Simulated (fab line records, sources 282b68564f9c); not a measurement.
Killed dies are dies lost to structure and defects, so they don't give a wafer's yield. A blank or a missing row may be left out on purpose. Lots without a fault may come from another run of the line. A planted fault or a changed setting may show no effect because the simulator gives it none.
fab line records | flow rit_cmos
record lots=14 wafers=42 last_day=7
route steps=202 shown GATE@81
lots that met no fault: from a run of the same line without faults
start_h: hours from the record's first day to the start of the lot's first wafer shown | wait_h: hours since the lot's step before | " the same as in the row above | L1.1+2: a row that stands for several wafers | - no value, or no start given | * or withheld: withheld | < > ~ a bound
route shown NAME@n: a module of which the file shows steps, and the number in the route of the first | usual: mean/standard deviation of fault-free wafers | same: alike in all rows | chamber/n: place in a boat | sites: the reading at each site | _std_site: their standard deviation | _edge_site: outer sites' mean less inner sites' | radius_mm: how far each site lies from the wafer's centre | mask NAME#n: copy n | behind: the tool/chamber that last shaped the wafer | hold: why the lot was held/for how many hours/how that ended | device: the transistor (n, p or np) that didn't switch | end of line: the same wafers' tests at the end of the route | a step without rows: its recipe alone | killed: dies lost to structure and defects at the first sort, not the wafer's yield | map: a wafer's dies, x killed, . not, _ none there
set.NAME: the setting as run; set.NAME@STEP: as run at that earlier step | model.NAME: the simulator's own value behind a step, which no gauge read
steps of the route over a sample of lots; a table a step, a row a wafer
services: from which hour (start_h, from the record's first day; less than 0 if before it) a tool's chamber was out of use, for how many hours, and why
## steps
# step RIT_GATE_OXIDATION_05
# recipe temp_c=900 ambient=O2 target_thk_a=30 ox_time_s=270
# usual ox_temp_c_max=906.1/1.9 tube_center_temp_C_max=902.3/0.38
# columns lot.wafer tool chamber start_h wait_h ox_temp_c_max tube_center_temp_C_max
L741.1 furnace-04 0 40.73 1.3 904.6 902.0
L741.2 " 0 " " 905.3 902.6
L741.4 " 0 " " 904.4 902.4
L742.1 furnace-01 0 47.74 1.0 906.3 902.6
L742.2 " 0 " " 906.7 903.0
L742.5 " 0 " " 906.4 903.2
L746.1 furnace-04 0 64.55 0.1 904.1 902.2
L746.3 " 0 " " 904.4 903.5
L746.6 " 0 " " 905.8 902.0
L749.1 furnace-03 0 81.51 0.1 905.0 902.9
L749.3 " 0 " " 905.2 902.0
L749.5 " 0 " " 905.8 903.0
L750.2 furnace-04 0 83.75 0.2 903.9 902.1
L750.3 " 0 " " 904.5 901.9
L750.4 " 0 " " 904.1 902.0
L752.4 furnace-01 0 94.60 0.8 907.4 902.3
L752.5 " 0 " " 907.3 902.2
L752.6 " 0 " " 909.7 902.3
L753.1 furnace-01 0 98.42 0.1 909.1 901.8
L753.2 " 0 " " 911.6 902.0
L753.4 " 0 " " 908.5 902.1
L754.1 furnace-01 0 102.05 0.1 908.5 902.1
L754.4 " 0 " " 906.8 902.2
L754.6 " 0 " " 910.8 901.8
L755.3 furnace-03 0 108.59 0.4 905.8 902.2
L755.4 " 0 " " 905.0 902.9
L755.6 " 0 " " 905.2 902.0
L758.1 furnace-03 0 125.23 0.9 903.9 902.7
L758.4 " 0 " " 905.1 901.6
L758.5 " 0 " " 903.3 902.5
L760.1 furnace-03 0 134.36 1.5 905.5 902.0
L760.2 " 0 " " 905.3 902.6
L760.3 " 0 " " 905.4 903.9
L761.1 furnace-03 0 139.55 1.0 907.2 902.3
L761.2 " 0 " " 905.7 902.0
L761.5 " 0 " " 904.9 902.3
L762.2 furnace-03 0 143.57 0.0 904.3 903.0
L762.4 " 0 " " 904.3 902.1
L762.6 " 0 " " 904.4 901.7
L763.2 furnace-04 0 148.46 0.2 903.9 902.4
L763.4 " 0 " " 904.7 902.3
L763.6 " 0 " " 904.8 902.2
# step RIT_GATE_THK_MEAS_07
# recipe reads=SiO2_of_GATE_OXIDATION_05
# usual GATE_OXIDE_THK=3.04/0.07
# columns lot.wafer tool chamber start_h wait_h GATE_OXIDE_THK[nm]
L741.1 film_metro-04 - 45.21 0.0 3.02
L741.2 " - " " 2.99
L741.4 " - " " 2.96
L742.1 film_metro-02 - 49.06 0.0 2.99
L742.2 " - " " 3.00
L742.5 " - " " 2.94
L746.1 film_metro-04 - 65.87 0.0 4.04
L746.3 " - " " 3.98
L746.6 " - " " 3.92
L749.1 film_metro-02 - 82.84 0.0 2.98
L749.3 " - " " 3.00
L749.5 " - " " 3.06
L750.2 film_metro-01 - 85.55 0.0 4.14
L750.3 " - " " 4.10
L750.4 " - " " 4.16
L752.4 film_metro-04 - 97.89 0.0 2.93
L752.5 " - " " 2.98
L752.6 " - " " 3.00
L753.1 film_metro-04 - 99.75 0.0 2.94
L753.2 " - " " 3.04
L753.4 " - " " 2.95
L754.1 film_metro-01 - 103.38 0.0 3.08
L754.4 " - " " 3.11
L754.6 " - " " 3.11
L755.3 film_metro-02 - 111.06 0.0 3.09
L755.4 " - " " 3.11
L755.6 " - " " 3.09
L758.1 film_metro-01 - 127.44 0.0 3.07
L758.4 " - " " 3.09
L758.5 " - " " 3.08
L760.1 film_metro-01 - 138.24 0.0 2.94
L760.2 " - " " 3.04
L760.3 " - " " 2.88
L761.1 film_metro-02 - 141.29 0.0 3.12
L761.2 " - " " 3.17
L761.5 " - " " 3.13
L762.2 film_metro-04 - 144.90 0.0 3.08
L762.4 " - " " 3.14
L762.6 " - " " 3.05
L763.2 film_metro-04 - 151.10 0.0 3.03
L763.4 " - " " 3.05
L763.6 " - " " 3.08
## services
# columns tool chamber start_h hours kind
furnace-01 - 25.65 2.7 pm
furnace-03 - 42.05 2.9 pm
furnace-04 - 133.46 3.8 pm
## key
first_sign step=RIT_GATE_THK_MEAS_07 reading=GATE_OXIDE_THK direction=up sigmas=14 usual=3.04 struck=4.06
effect none on later readings
met_at RIT_GATE_OXIDATION_05
struck_lots L746,L750
tester_left_out L746,L750
onset_between 40.73 64.55
fault kind=process_parameter_drift tool=furnace-04 chamber=- onset_h=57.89 steps=RIT_GATE_OXIDATION_05 channel=ox_time_s offset=* shape=step end_h=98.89 acts_in=* stated=*
# tester_left_out: of these lots the tester's yield and bins aren't shown, on N5 and GAA mostly nor the transistor test; their killed dies are dies lost to structure and defects alone, not to doping, threshold or leakage, so they don't give the yield
